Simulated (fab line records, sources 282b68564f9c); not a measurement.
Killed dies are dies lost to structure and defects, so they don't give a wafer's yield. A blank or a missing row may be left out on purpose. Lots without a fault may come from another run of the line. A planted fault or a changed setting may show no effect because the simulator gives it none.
Problem report in the 8D (eight disciplines) form, filled by code | flow rit_cmos | the parts of the form that need people (team, actions taken, sign-off) are left out

1. THE PROBLEM
killed_at_front_end at RIT_M1_PROBE_99 reads a mean of 263.8 on 6 wafers of 2 lots; wafers without a fault read 7.0 with a standard deviation of 2.8. That is +92 standard deviations from the usual mean.
First seen on wafer L873.2, day 7 10:56, on prober-02. The record holds 24 wafers of 8 lots with a number at this step. Rule for "out", or "out of limits": more than 4 standard deviations from the usual mean. The other wafers with a number count as sound.

2. WHAT IT IS AND WHAT IT IS NOT
question                    | is                                              | is not
which readings at this step | killed_at_front_end, killed_dies, killed_on_rim | killed_open, killed_short
which lots                  | L873, L874                                      | L858, L861, L862, L877, L878, L879
which wafers of those lots  | all that have a number                          | -
read on which tools         | prober-01, prober-02                            | -
when                        | from day 7 10:56                                | up to then (9 sound wafers); but 9 sound wafers of L877, L878, L879 came after

3. SUSPECTS, AND WHAT RULES EACH OUT
Counting: a tool at a process step up to the reading stays a suspect if it ran every lot that is out and no sound lot after the first of them.
- plasma_asher-04 at RIT_PSD_STRIP_09 (strips in O2, time 180 s): kept. It ran every lot that is out, first L873 (day 7 02:28), and no sound lot after that; its last sound lot up to then is L858 (day 3 14:20).
Left after counting: plasma_asher-04 at RIT_PSD_STRIP_09.

4. THE CAUSE (what the simulator had put in)
Skipped step whole: plasma_asher-04, from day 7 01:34 on, at RIT_PSD_STRIP_09. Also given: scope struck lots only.
Counting left only this tool.

5. THE CHAIN OF EFFECTS, in route order
Each row: a reading whose mean over the struck wafers that have a number lies more than 3 standard deviations from the usual. Only readings for which the record gives a usual standard deviation are gone through. hours: the time from each lot's start at the first step in this table that gives one to its start at this step, as a median over the lots. sigmas: the change in usual standard deviations.
hours | step            | reading             | usual | on struck wafers | change | sigmas
0     | RIT_M1_PROBE_99 | killed_at_front_end | 7.0   | 263.8            | +256.8 | +92
0     | RIT_M1_PROBE_99 | killed_dies         | 7.0   | 264.0            | +257.0 | +92
0     | RIT_M1_PROBE_99 | killed_on_rim       | 2.0   | 70.0             | +68.0  | +49
The process steps in it:
- RIT_M1_PROBE_99
Readings that are blank on the struck wafers while sound wafers have them: chamber_pressure_mTorr at RIT_PSD_STRIP_09; drypump_motor_current_A at RIT_PSD_STRIP_09.

6. WHAT WOULD HAVE CAUGHT IT SOONER
In this record the first reading out of limits was taken at day 7 10:56, 9 hours after the fault began at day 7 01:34.
At RIT_PSD_STRIP_09 the tool's readings are blank on the struck wafers, where sound wafers have them: an empty tool record is the first sign, and it was there at once.
All the lots that are out (2) had begun RIT_PSD_STRIP_09 on plasma_asher-04 by day 7 10:56. A hold on the tool at that time would have spared none of them.
